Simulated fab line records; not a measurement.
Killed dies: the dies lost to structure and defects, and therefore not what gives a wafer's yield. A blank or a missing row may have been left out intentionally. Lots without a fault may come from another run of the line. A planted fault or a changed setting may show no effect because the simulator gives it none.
fab line records ; flow berkeley-cmos170 ; part 1 of 2: steps 1 to 27 of 37
record: lots: 5; wafers: 15; last-day: 12
route steps=331 shown PWELL@51 WELLDRIVE@55 ACTIVE@60 PFIELD@79
lots with no fault: from the same line, run without faults
start-h: the number of hours between the record's first day and the start of the first shown wafer of the lot ; wait-h: hours elapsed since this lot's preceding step ; " as in the row above ; L1.1+2: a row that stands for several wafers ; - value missing, or start not given ; * or withheld: withheld ; < > ~ a bound
route shown NAME@n: names a module that has steps shown in the file, with the first one's number in the route ; usual: mean/standard deviation of fault-free wafers ; same: alike in all rows ; chamber/n: place in a boat ; sites: each site's reading ; _std_site: the standard deviation of these ; _edge_site: outer sites' mean less inner sites' ; radius-mm: for every site, how far away it sits from the centre of the wafer ; mask NAME#n: copy n ; behind: tool/chamber where the wafer was last shaped ; hold: cause of the lot's hold/its duration in hours/its outcome ; device: names the non-switching transistor (n, p or np) ; end of line: the route-end tests of the same wafers ; where a step has no rows: the recipe by itself ; killed: dies lost to structure and defects at the first sort, not the wafer's yield ; map: dies across one wafer; x = killed, . = not, _ = none there
set.NAME: the setting the step ran with; set.NAME@STEP: the setting that earlier step ran with ; model.NAME: the simulator's own value behind a step, which no gauge read
lots seen at some steps along the route; tables by step, rows by wafer
services: when a tool's chamber went out of use (start-h, in hours from the record's first day, below 0 if earlier), for how many hours, and the reason
== steps ==
step: UCB170_PWELL_TW_MEAS_17
usual: PWELL_TW: 378/3.4
lot.wafer;tool;chamber;start-h;wait-h;PWELL_TW
L074.2;film-metro-02;-;49.88;0.1;378
L074.4;film-metro-02;-;49.88;0.1;378
L074.6;film-metro-02;-;49.88;0.1;378
L081.3;film-metro-02;-;81.65;0.1;378
L081.4;film-metro-02;-;81.65;0.1;379
L081.6;film-metro-02;-;81.65;0.1;380
L084.1;film-metro-02;-;97.10;0.1;378
L084.2;film-metro-02;-;97.10;0.1;380
L084.3;film-metro-02;-;97.10;0.1;377
L085.3;film-metro-04;-;104.59;0.1;381
L085.4;film-metro-04;-;104.59;0.1;382
L085.5;film-metro-04;-;104.59;0.1;383
L096.3;film-metro-01;-;166.00;0.1;376
L096.4;film-metro-01;-;166.00;0.1;375
L096.6;film-metro-01;-;166.00;0.1;374
step: UCB170_PWELL_CLEAN_18
recipe: chemistry: SPM; temp-c: 120; time-s: 600
lot.wafer;tool;chamber;start-h;wait-h
L074.2+4+6;wet-bench-04;0;49.93;0.0
L081.3+4+6;wet-bench-03;1;81.74;0.1
L084.1+2+3;wet-bench-04;1;97.16;0.1
L085.3+4+5;wet-bench-03;0;106.90;2.3
L096.3+4+6;wet-bench-03;3;166.12;0.1
step: UCB170_PWELL_WET_ETCH_19
recipe: chemistry: H3PO4; target: Si3N4; temp-c: 160; time-s: 14400
lot.wafer;tool;chamber;start-h;wait-h
L074.2+4+6;wet-bench-02;3;50.12;0.0
L081.3+4+6;wet-bench-03;3;81.93;0.0
L084.1+2+3;wet-bench-04;2;97.35;0.0
L085.3+4+5;wet-bench-04;3;107.23;0.1
L096.3+4+6;wet-bench-03;1;166.31;0.0
step: UCB170_PWELL_WET_ETCH_20
recipe: chemistry: BOE; dilution: 5:1; target: SiO2; temp-c: 25; time-s: 22
lot.wafer;tool;chamber;start-h;wait-h
L074.2+4+6;wet-bench-02;3;54.31;0.2
L081.3+4+6;wet-bench-02;1;85.95;0.0
L084.1+2+3;wet-bench-03;2;101.36;0.0
L085.3+4+5;wet-bench-04;1;111.48;0.2
L096.3+4+6;wet-bench-03;2;171.15;0.5
step: UCB170_WELLDRIVE_CLEAN_00
recipe: chemistry: SPM; temp-c: 120; time-s: 600
lot.wafer;tool;chamber;start-h;wait-h
L074.2+4+6;wet-bench-04;1;54.35;0.0
L081.3+4+6;wet-bench-03;2;85.97;0.0
L084.1+2+3;wet-bench-04;2;101.37;0.0
L085.3+4+5;wet-bench-04;0;111.49;0.0
L096.3+4+6;wet-bench-04;3;171.49;0.3
step: UCB170_WELLDRIVE_OXIDATION_01
recipe: temp-c: 1100; ambient: O2; target-thk-a: 1990; ox-time-s: 9000
usual: tube-center-temp-C: 1100/0.098; zone-power-centre-pct: 59/4.6
lot.wafer;tool;chamber;start-h;wait-h;tube-center-temp-C;zone-power-centre-pct
L074.2;furnace-04;0;56.49;1.9;1099.8;64
L074.4;furnace-04;0;56.49;1.9;1099.9;65
L074.6;furnace-04;0;56.49;1.9;1100.1;64
L081.3;furnace-01;0;87.95;1.8;1100;53
L081.4;furnace-01;0;87.95;1.8;1099.9;54
L081.6;furnace-01;0;87.95;1.8;1100;54
L084.1;furnace-04;0;104.51;3.0;1100;66
L084.2;furnace-04;0;104.51;3.0;1100.1;63
L084.3;furnace-04;0;104.51;3.0;1100.2;64
L085.3;furnace-03;0;115.66;4.0;1100;61
L085.4;furnace-03;0;115.66;4.0;1099.9;62
L085.5;furnace-03;0;115.66;4.0;1100.2;62
L096.3;furnace-01;0;175.97;4.3;1100.1;54
L096.4;furnace-01;0;175.97;4.3;1099.9;54
L096.6;furnace-01;0;175.97;4.3;1100;54
step: UCB170_WELLDRIVE_THK_MEAS_02
recipe: reads: SiO2_of_WELLDRIVE_OXIDATION_01
usual: WELLDRIVE_OXIDE_THK: 200/4.2
lot.wafer;tool;chamber;start-h;wait-h;WELLDRIVE_OXIDE_THK[nm]
L074.2;film-metro-01;-;60.00;0.0;199
L074.4;film-metro-01;-;60.00;0.0;197
L074.6;film-metro-01;-;60.00;0.0;196
L081.3;film-metro-03;-;91.47;0.0;208
L081.4;film-metro-03;-;91.47;0.0;210
L081.6;film-metro-03;-;91.47;0.0;209
L084.1;film-metro-01;-;108.01;0.0;197
L084.2;film-metro-01;-;108.01;0.0;195
L084.3;film-metro-01;-;108.01;0.0;195
L085.3;film-metro-02;-;119.18;0.0;201
L085.4;film-metro-02;-;119.18;0.0;204
L085.5;film-metro-02;-;119.18;0.0;200
L096.3;film-metro-03;-;179.49;0.0;199
L096.4;film-metro-03;-;179.49;0.0;198
L096.6;film-metro-03;-;179.49;0.0;201
step: UCB170_WELLDRIVE_ANNEAL_03
recipe: temp-c: 1100; time-s: 900; ambient: N2
usual: tube-center-temp-C: 1100/0.11; zone-power-centre-pct: 61/4.1
lot.wafer;tool;chamber;start-h;wait-h;tube-center-temp-C;zone-power-centre-pct
L074.2;furnace-01;0;60.42;0.4;1100;54
L074.4;furnace-01;0;60.42;0.4;1100;54
L074.6;furnace-01;0;60.42;0.4;1099.9;54
L081.3;furnace-03;0;92.25;0.8;1100;61
L081.4;furnace-03;0;92.25;0.8;1099.8;61
L081.6;furnace-03;0;92.25;0.8;1100.1;61
L084.1;furnace-04;0;110.76;2.7;1099.9;64
L084.2;furnace-04;0;110.76;2.7;1099.9;65
L084.3;furnace-04;0;110.76;2.7;1100.1;63
L085.3;furnace-04;0;124.70;5.5;1100.1;65
L085.4;furnace-04;0;124.70;5.5;1100.1;63
L085.5;furnace-04;0;124.70;5.5;1099.8;64
L096.3;furnace-04;0;184.56;5.1;1100;65
L096.4;furnace-04;0;184.56;5.1;1100.1;65
L096.6;furnace-04;0;184.56;5.1;1099.9;64
step: UCB170_WELLDRIVE_WET_ETCH_04
recipe: chemistry: BOE; dilution: 5:1; target: SiO2; temp-c: 25; time-s: 120
lot.wafer;tool;chamber;start-h;wait-h
L074.2+4+6;wet-bench-02;3;61.67;0.0
L081.3+4+6;wet-bench-03;3;93.50;0.0
L084.1+2+3;wet-bench-02;3;112.01;0.0
L085.3+4+5;wet-bench-03;3;125.95;0.0
L096.3+4+6;wet-bench-02;2;185.81;0.0
step: UCB170_ACTIVE_CLEAN_00
recipe: chemistry: SPM; temp-c: 120; time-s: 600
lot.wafer;tool;chamber;start-h;wait-h
L074.2+4+6;wet-bench-03;0;61.71;0.0
L081.3+4+6;wet-bench-02;0;93.55;0.0
L084.1+2+3;wet-bench-02;1;112.06;0.0
L085.3+4+5;wet-bench-04;1;125.99;0.0
L096.3+4+6;wet-bench-03;2;185.85;0.0
step: UCB170_ACTIVE_CLEAN_01
recipe: chemistry: dHF; dilution: 25:1; time-s: 60
lot.wafer;tool;chamber;start-h;wait-h
L074.2+4+6;wet-bench-03;0;61.89;0.0
L081.3+4+6;wet-bench-03;1;93.72;0.0
L084.1+2+3;wet-bench-04;3;112.23;0.0
L085.3+4+5;wet-bench-02;3;126.16;0.0
L096.3+4+6;wet-bench-04;3;186.03;0.0
step: UCB170_ACTIVE_OXIDATION_02
recipe: temp-c: 1000; ambient: O2; target-thk-a: 264; ox-time-s: 1260
usual: tube-center-temp-C: 1000/0.088; zone-power-centre-pct: 50/4.4
lot.wafer;tool;chamber;start-h;wait-h;tube-center-temp-C;zone-power-centre-pct
L074.2;furnace-04;0;65.99;4.1;1000;57
L074.4;furnace-04;0;65.99;4.1;1000;57
L074.6;furnace-04;0;65.99;4.1;1000.2;56
L081.3;furnace-01;0;94.30;0.6;1000.1;48
L081.4;furnace-01;0;94.30;0.6;1000.1;48
L081.6;furnace-01;0;94.30;0.6;999.97;48
L084.1;furnace-02;0;117.48;5.2;1000;47
L084.2;furnace-02;0;117.48;5.2;999.93;47
L084.3;furnace-02;0;117.48;5.2;1000.1;47
L085.3;furnace-02;0;130.95;4.8;1000.1;47
L085.4;furnace-02;0;130.95;4.8;1000.1;47
L085.5;furnace-02;0;130.95;4.8;999.99;47
L096.3;furnace-04;0;188.66;2.6;999.93;57
L096.4;furnace-04;0;188.66;2.6;1000;59
L096.6;furnace-04;0;188.66;2.6;999.86;57
step: UCB170_ACTIVE_THK_MEAS_03
recipe: reads: SiO2_of_ACTIVE_OXIDATION_02
usual: ACTIVE_OXIDE_THK: 26.3/0.62
lot.wafer;tool;chamber;start-h;wait-h;ACTIVE_OXIDE_THK[nm]
L074.2;film-metro-03;-;67.35;0.0;26.2
L074.4;film-metro-03;-;67.35;0.0;26.2
L074.6;film-metro-03;-;67.35;0.0;26.3
L081.3;film-metro-04;-;95.67;0.0;27.7
L081.4;film-metro-04;-;95.67;0.0;26.9
L081.6;film-metro-04;-;95.67;0.0;27.3
L084.1;film-metro-04;-;118.83;0.0;26.3
L084.2;film-metro-04;-;118.83;0.0;26.2
L084.3;film-metro-04;-;118.83;0.0;26.0
L085.3;film-metro-04;-;132.44;0.1;26.2
L085.4;film-metro-04;-;132.44;0.1;26.2
L085.5;film-metro-04;-;132.44;0.1;25.9
L096.3;film-metro-01;-;190.09;0.1;26.0
L096.4;film-metro-01;-;190.09;0.1;26.0
L096.6;film-metro-01;-;190.09;0.1;26.1
step: UCB170_ACTIVE_ANNEAL_04
recipe: temp-c: 1000; time-s: 900; ambient: N2
usual: tube-center-temp-C: 1000/0.09; zone-power-centre-pct: 52/5.1
lot.wafer;tool;chamber;start-h;wait-h;tube-center-temp-C;zone-power-centre-pct
L074.2;furnace-01;0;69.25;1.9;1000.1;48
L074.4;furnace-01;0;69.25;1.9;1000;48
L074.6;furnace-01;0;69.25;1.9;999.94;48
L081.3;furnace-02;0;97.85;2.2;1000;48
L081.4;furnace-02;0;97.85;2.2;999.9;47
L081.6;furnace-02;0;97.85;2.2;1000.1;47
L084.1;furnace-04;0;123.45;4.6;999.99;58
L084.2;furnace-04;0;123.45;4.6;999.97;57
L084.3;furnace-04;0;123.45;4.6;1000;58
L085.3;furnace-02;0;135.15;2.7;1000;47
L085.4;furnace-02;0;135.15;2.7;1000.1;47
L085.5;furnace-02;0;135.15;2.7;1000.2;47
L096.3;furnace-04;0;191.35;1.2;1000;57
L096.4;furnace-04;0;191.35;1.2;1000.1;57
L096.6;furnace-04;0;191.35;1.2;999.94;57
step: UCB170_ACTIVE_CVD_05
recipe: material: Si3N4; target-thk-nm: 220; temp-c: 800; precursor: SiH2Cl2/NH3; time-s: 3300; pressure-mtorr: 200; sih2cl2-flow-sccm: 25; nh3-flow-sccm: 75
usual: zone-power-centre-pct: 34/3.3
lot.wafer;tool;chamber;start-h;wait-h;zone-power-centre-pct
L074.2;lpcvd-01;1;71.06;0.6;32
L074.4;lpcvd-01;1;71.06;0.6;32
L074.6;lpcvd-01;1;71.06;0.6;32
L081.3;lpcvd-02;0;100.22;1.1;39
L081.4;lpcvd-02;0;100.22;1.1;39
L081.6;lpcvd-02;0;100.22;1.1;39
L084.1;lpcvd-01;1;124.70;0.0;32
L084.2;lpcvd-01;1;124.70;0.0;32
L084.3;lpcvd-01;1;124.70;0.0;32
L085.3;lpcvd-01;1;137.90;1.5;31
L085.4;lpcvd-01;1;137.90;1.5;32
L085.5;lpcvd-01;1;137.90;1.5;32
L096.3;lpcvd-01;1;192.60;0.0;32
L096.4;lpcvd-01;1;192.60;0.0;32
L096.6;lpcvd-01;1;192.60;0.0;32
step: UCB170_ACTIVE_THK_MEAS_06
recipe: reads: Si3N4_of_ACTIVE_CVD_05
usual: ACTIVE_NITRIDE_THK: 219.0/2
lot.wafer;tool;chamber;start-h;wait-h;ACTIVE_NITRIDE_THK[nm]
L074.2;film-metro-01;-;72.99;0.0;214.6
L074.4;film-metro-01;-;72.99;0.0;216.4
L074.6;film-metro-01;-;72.99;0.0;217.4
L081.3;film-metro-03;-;102.16;0.0;219.2
L081.4;film-metro-03;-;102.16;0.0;222.2
L081.6;film-metro-03;-;102.16;0.0;220.6
L084.1;film-metro-03;-;126.61;0.0;221.8
L084.2;film-metro-03;-;126.61;0.0;221.1
L084.3;film-metro-03;-;126.61;0.0;221.3
L085.3;film-metro-03;-;139.83;0.0;222.2
L085.4;film-metro-03;-;139.83;0.0;220.9
L085.5;film-metro-03;-;139.83;0.0;221.9
L096.3;film-metro-01;-;194.53;0.0;219.5
L096.4;film-metro-01;-;194.53;0.0;218.1
L096.6;film-metro-01;-;194.53;0.0;219.0
step: UCB170_ACTIVE_HMDS_07
recipe: prime-time-s: 60; prime-temp-c: 100
usual: resist-line-temp-C: 22.98/0.097
lot.wafer;tool;chamber;start-h;wait-h;resist-line-temp-C
L074.2;litho-track-03;0;73.18;0.2;22.96
L074.4;litho-track-03;0;73.18;0.2;23.04
L074.6;litho-track-03;0;73.18;0.2;22.90
L081.3;litho-track-01;0;102.77;0.6;22.82
L081.4;litho-track-01;0;102.77;0.6;22.98
L081.6;litho-track-01;0;102.77;0.6;23.05
L084.1;litho-track-04;0;126.67;0.1;22.69
L084.2;litho-track-04;0;126.67;0.1;22.81
L084.3;litho-track-04;0;126.67;0.1;22.84
L085.3;litho-track-01;0;139.92;0.1;22.88
L085.4;litho-track-01;0;139.92;0.1;23.09
L085.5;litho-track-01;0;139.92;0.1;22.99
L096.3;litho-track-03;0;194.62;0.1;22.97
L096.4;litho-track-03;0;194.62;0.1;23.01
L096.6;litho-track-03;0;194.62;0.1;23.05
step: UCB170_ACTIVE_COAT_08
recipe: resist: KrF; spin-rpm: 1500; resist-thk-nm: 900
usual: resist-line-temp-C: 22.99/0.099
lot.wafer;tool;chamber;start-h;wait-h;resist-line-temp-C
L074.2;litho-track-03;0;73.33;0.1;22.98
L074.4;litho-track-03;0;73.33;0.1;22.90
L074.6;litho-track-03;0;73.33;0.1;23.07
L081.3;litho-track-01;0;102.92;0.1;22.93
L081.4;litho-track-01;0;102.92;0.1;22.95
L081.6;litho-track-01;0;102.92;0.1;23.20
L084.1;litho-track-04;0;126.82;0.1;23.15
L084.2;litho-track-04;0;126.82;0.1;22.98
L084.3;litho-track-04;0;126.82;0.1;23.05
L085.3;litho-track-01;0;140.07;0.1;23.05
L085.4;litho-track-01;0;140.07;0.1;22.91
L085.5;litho-track-01;0;140.07;0.1;23.00
L096.3;litho-track-03;0;194.77;0.1;22.96
L096.4;litho-track-03;0;194.77;0.1;23.08
L096.6;litho-track-03;0;194.77;0.1;22.97
step: UCB170_ACTIVE_SOFTBAKE_09
recipe: resist: KrF; temp-c: 130; time-s: 59.24
usual: resist-line-temp-C: 22.99/0.11
lot.wafer;tool;chamber;start-h;wait-h;resist-line-temp-C
L074.2;litho-track-03;0;73.48;0.1;22.95
L074.4;litho-track-03;0;73.48;0.1;22.94
L074.6;litho-track-03;0;73.48;0.1;23.14
L081.3;litho-track-01;0;103.07;0.1;23.06
L081.4;litho-track-01;0;103.07;0.1;23.10
L081.6;litho-track-01;0;103.07;0.1;23.05
L084.1;litho-track-04;0;126.97;0.1;23.14
L084.2;litho-track-04;0;126.97;0.1;23.04
L084.3;litho-track-04;0;126.97;0.1;23.22
L085.3;litho-track-01;0;140.22;0.1;23.04
L085.4;litho-track-01;0;140.22;0.1;23.00
L085.5;litho-track-01;0;140.22;0.1;22.91
L096.3;litho-track-03;0;194.92;0.1;22.94
L096.4;litho-track-03;0;194.92;0.1;23.03
L096.6;litho-track-03;0;194.92;0.1;22.95
step: UCB170_ACTIVE_EXPOSE_10
recipe: mask-id: ACTIVE; target-cd-nm: 1200; na: 0.5; sigma-outer: 0.6; source-shape: conventional; dose-mj: 20
usual: stage-vel-mm-s: 500.06/0.25
lot.wafer;tool;chamber;start-h;wait-h;mask;stage-vel-mm-s
L074.2;krf-scanner-02;0;73.75;0.2;ACTIVE#0;499.76
L074.4;krf-scanner-02;0;73.75;0.2;ACTIVE#0;499.78
L074.6;krf-scanner-02;0;73.75;0.2;ACTIVE#0;500.00
L081.3;krf-scanner-02;0;103.33;0.2;ACTIVE#0;500.11
L081.4;krf-scanner-02;0;103.33;0.2;ACTIVE#0;500.27
L081.6;krf-scanner-02;0;103.33;0.2;ACTIVE#0;500.40
L084.1;krf-scanner-02;0;127.37;0.4;ACTIVE#0;500.33
L084.2;krf-scanner-02;0;127.37;0.4;ACTIVE#0;499.99
L084.3;krf-scanner-02;0;127.37;0.4;ACTIVE#0;500.22
L085.3;krf-scanner-02;0;140.36;0.1;ACTIVE#0;500.32
L085.4;krf-scanner-02;0;140.36;0.1;ACTIVE#0;500.27
L085.5;krf-scanner-02;0;140.36;0.1;ACTIVE#0;500.26
L096.3;krf-scanner-01;0;195.51;0.6;ACTIVE#0;499.80
L096.4;krf-scanner-01;0;195.51;0.6;ACTIVE#0;499.86
L096.6;krf-scanner-01;0;195.51;0.6;ACTIVE#0;499.53
step: UCB170_ACTIVE_PEB_11
recipe: peb-temp-c: 130; peb-time-s: withheld; resist: KrF
usual: plate-sensor-t-centre-C: 131.41/0.0092; plate-sensor-t-edge-C: 131.53/0.0095; resist-line-temp-C: 22.99/0.12
lot.wafer;tool;chamber;start-h;wait-h;plate-sensor-t-centre-C;plate-sensor-t-edge-C;resist-line-temp-C
L074.2;litho-track-03;0;74.35;0.6;131.41;131.53;23.02
L074.4;litho-track-03;0;74.35;0.6;131.41;131.53;23.08
L074.6;litho-track-03;0;74.35;0.6;131.42;131.54;22.99
L081.3;litho-track-03;0;103.65;0.3;131.4;131.52;23.03
L081.4;litho-track-03;0;103.65;0.3;131.39;131.55;23.04
L081.6;litho-track-03;0;103.65;0.3;131.41;131.54;23.05
L084.1;litho-track-01;0;127.57;0.2;131.42;131.54;22.88
L084.2;litho-track-01;0;127.57;0.2;131.4;131.52;22.95
L084.3;litho-track-01;0;127.57;0.2;131.41;131.52;23.08
L085.3;litho-track-03;0;140.49;0.1;131.4;131.54;22.81
L085.4;litho-track-03;0;140.49;0.1;131.42;131.53;22.65
L085.5;litho-track-03;0;140.49;0.1;131.4;131.54;22.80
L096.3;litho-track-03;0;195.80;0.3;131.4;131.54;22.92
L096.4;litho-track-03;0;195.80;0.3;131.41;131.53;23.05
L096.6;litho-track-03;0;195.80;0.3;131.4;131.53;23.09
step: UCB170_ACTIVE_DEVELOP_12
recipe: developer: TMAH; develop-time-s: 45; resist: KrF; dev-temp-c: 21
usual: resist-line-temp-C: 22.99/0.096
lot.wafer;tool;chamber;start-h;wait-h;resist-line-temp-C
L074.2;litho-track-03;0;-;-;22.98
L074.4;litho-track-03;0;-;-;22.88
L074.6;litho-track-03;0;-;-;23.13
L081.3;litho-track-03;0;-;-;23.06
L081.4;litho-track-03;0;-;-;22.97
L081.6;litho-track-03;0;-;-;22.93
L084.1;litho-track-01;0;-;-;22.93
L084.2;litho-track-01;0;-;-;23.04
L084.3;litho-track-01;0;-;-;23.02
L085.3;litho-track-03;0;-;-;23.03
L085.4;litho-track-03;0;-;-;23.14
L085.5;litho-track-03;0;-;-;23.09
L096.3;litho-track-03;0;-;-;23.09
L096.4;litho-track-03;0;-;-;23.04
L096.6;litho-track-03;0;-;-;23.15
step: UCB170_ACTIVE_CD_MEAS_13
recipe: target-cd-nm: 1200
usual: cd-nm: 1200.3/1.4
lot.wafer;tool;chamber;start-h;wait-h;cd-nm
L074.2;cd-sem-01;-;74.62;-;1200.1
L074.4;cd-sem-01;-;74.62;-;1201.4
L074.6;cd-sem-01;-;74.62;-;1201.1
L081.3;cd-sem-01;-;103.91;-;1197.9
L081.4;cd-sem-01;-;103.91;-;1197.3
L081.6;cd-sem-01;-;103.91;-;1198.6
L084.1;cd-sem-01;-;127.85;-;1202.0
L084.2;cd-sem-01;-;127.85;-;1200.8
L084.3;cd-sem-01;-;127.85;-;1199.6
L085.3;cd-sem-02;-;140.75;-;1197.2
L085.4;cd-sem-02;-;140.75;-;1196.9
L085.5;cd-sem-02;-;140.75;-;1197.4
L096.3;cd-sem-01;-;196.07;-;1197.7
L096.4;cd-sem-01;-;196.07;-;1198.5
L096.6;cd-sem-01;-;196.07;-;1199.0
step: UCB170_ACTIVE_OVL_MEAS_14
usual: ACTIVE_OVL: -1/5.9
lot.wafer;tool;chamber;start-h;wait-h;ACTIVE_OVL[nm]
L074.2;overlay-01;-;74.73;0.1;3
L074.4;overlay-01;-;74.73;0.1;-3
L074.6;overlay-01;-;74.73;0.1;-3
L081.3;overlay-02;-;104.00;0.1;-1
L081.4;overlay-02;-;104.00;0.1;0
L081.6;overlay-02;-;104.00;0.1;-3
L084.1;overlay-01;-;127.97;0.1;-1
L084.2;overlay-01;-;127.97;0.1;0
L084.3;overlay-01;-;127.97;0.1;-3
L085.3;overlay-02;-;140.85;0.1;4
L085.4;overlay-02;-;140.85;0.1;3
L085.5;overlay-02;-;140.85;0.1;-1
L096.3;overlay-02;-;196.16;0.1;8
L096.4;overlay-02;-;196.16;0.1;4
L096.6;overlay-02;-;196.16;0.1;1
step: UCB170_ACTIVE_ETCH_15
recipe: chemistry: CH3F/Ar/O2; target: Si3N4; stop-on: SiO2; CH3F_flow_sccm: 20; Ar_flow_sccm: 50; O2_flow_sccm: 7; pressure-mtorr: 50; rf-w: 450; target-depth-a: 2420; over-etch-frac: 0.1; time-s: 151
usual: drypump-motor-current-A: 5.6/0.51; oes-product-au: 0.937/0.019; throttle-valve-pct: 8.07/0.16
lot.wafer;tool;chamber;start-h;wait-h;drypump-motor-current-A;oes-product-au;rf-hours-counter-h;throttle-valve-pct
L074.2;rie-diel-03;2;74.76;0.0;6.2;0.920;11;8.05
L074.4;rie-diel-03;3;74.76;0.0;6.7;0.953;155;8.14
L074.6;rie-diel-03;1;74.76;0.0;5.3;0.929;-;8.31
L081.3;rie-diel-03;0;104.03;0.0;5.4;0.919;30;7.89
L081.4;rie-diel-03;1;104.03;0.0;5.3;0.951;118;8.31
L081.6;rie-diel-03;0;104.03;0.0;5.4;0.928;-;7.89
L084.1;rie-diel-01;3;128.01;0.0;5.7;0.919;107;8.19
L084.2;rie-diel-01;1;128.01;0.0;6.3;0.946;141;7.96
L084.3;rie-diel-01;2;128.01;0.0;5.1;0.959;123;8.04
L085.3;rie-diel-02;1;140.87;0.0;5.0;0.951;19;8.22
L085.4;rie-diel-02;1;140.87;0.0;5.0;0.949;-;8.23
L085.5;rie-diel-02;0;140.87;0.0;5.9;0.972;-;8.28
L096.3;rie-diel-01;2;196.19;0.0;5.1;0.953;126;8.04
L096.4;rie-diel-01;2;196.19;0.0;5.1;0.954;-;8.03
L096.6;rie-diel-01;3;196.19;0.0;5.6;0.918;-;8.19
step: UCB170_ACTIVE_STRIP_16
recipe: chemistry: O2; power-w: 400; pressure-mtorr: 3500; platen-temp-c: withheld; o2-flow-sccm: 400; overash-fraction: 0.5
usual: drypump-motor-current-A: 5.8/0.37; oes-product-au: 0.721/0.0045; strip-time-to-endpoint-s: 18.09/0.069
lot.wafer;tool;chamber;start-h;wait-h;drypump-motor-current-A;oes-product-au;rf-hours-counter-h;strip-time-to-endpoint-s
L074.2;plasma-asher-04;1;74.86;0.1;6.2;0.719;37;18.15
L074.4;plasma-asher-04;0;74.86;0.1;5.3;0.721;-;18.14
L074.6;plasma-asher-04;0;74.86;0.1;5.3;0.721;-;18.13
L081.3;plasma-asher-04;0;104.16;0.1;5.3;0.724;-;18.06
L081.4;plasma-asher-04;1;104.16;0.1;6.2;0.730;-;18.08
L081.6;plasma-asher-04;0;104.16;0.1;5.3;0.713;-;18.09
L084.1;plasma-asher-04;0;128.11;0.1;5.3;0.726;43;18.04
L084.2;plasma-asher-04;1;128.11;0.1;6.2;0.728;43;18.04
L084.3;plasma-asher-04;1;128.11;0.1;6.2;0.735;-;18.11
L085.3;plasma-asher-03;0;141.00;0.1;5.8;0.717;-;18.06
L085.4;plasma-asher-03;1;141.00;0.1;5.3;0.720;-;18.06
L085.5;plasma-asher-03;1;141.00;0.1;5.3;0.725;-;18.02
L096.3;plasma-asher-04;1;196.32;0.1;6.2;0.716;-;18.10
L096.4;plasma-asher-04;0;196.32;0.1;5.3;0.720;-;18.12
L096.6;plasma-asher-04;0;196.32;0.1;5.3;0.719;-;18.08
step: UCB170_ACTIVE_CD_MEAS_90
recipe: target-cd-nm: 1200
usual: cd-nm: 1200.3/1.5
lot.wafer;tool;chamber;start-h;wait-h;cd-nm
L074.2;cd-sem-01;-;75.10;0.2;1200.5
L074.4;cd-sem-01;-;75.10;0.2;1201.6
L074.6;cd-sem-01;-;75.10;0.2;1201.2
L081.3;cd-sem-01;-;104.27;0.1;1198.2
L081.4;cd-sem-01;-;104.27;0.1;1197.4
L081.6;cd-sem-01;-;104.27;0.1;1198.6
L084.1;cd-sem-01;-;128.21;0.1;1201.3
L084.2;cd-sem-01;-;128.21;0.1;1200.8
L084.3;cd-sem-01;-;128.21;0.1;1199.4
L085.3;cd-sem-02;-;141.11;0.1;1197.4
L085.4;cd-sem-02;-;141.11;0.1;1197.0
L085.5;cd-sem-02;-;141.11;0.1;1197.4
L096.3;cd-sem-01;-;196.48;0.1;1197.9
L096.4;cd-sem-01;-;196.48;0.1;1198.6
L096.6;cd-sem-01;-;196.48;0.1;1199.2
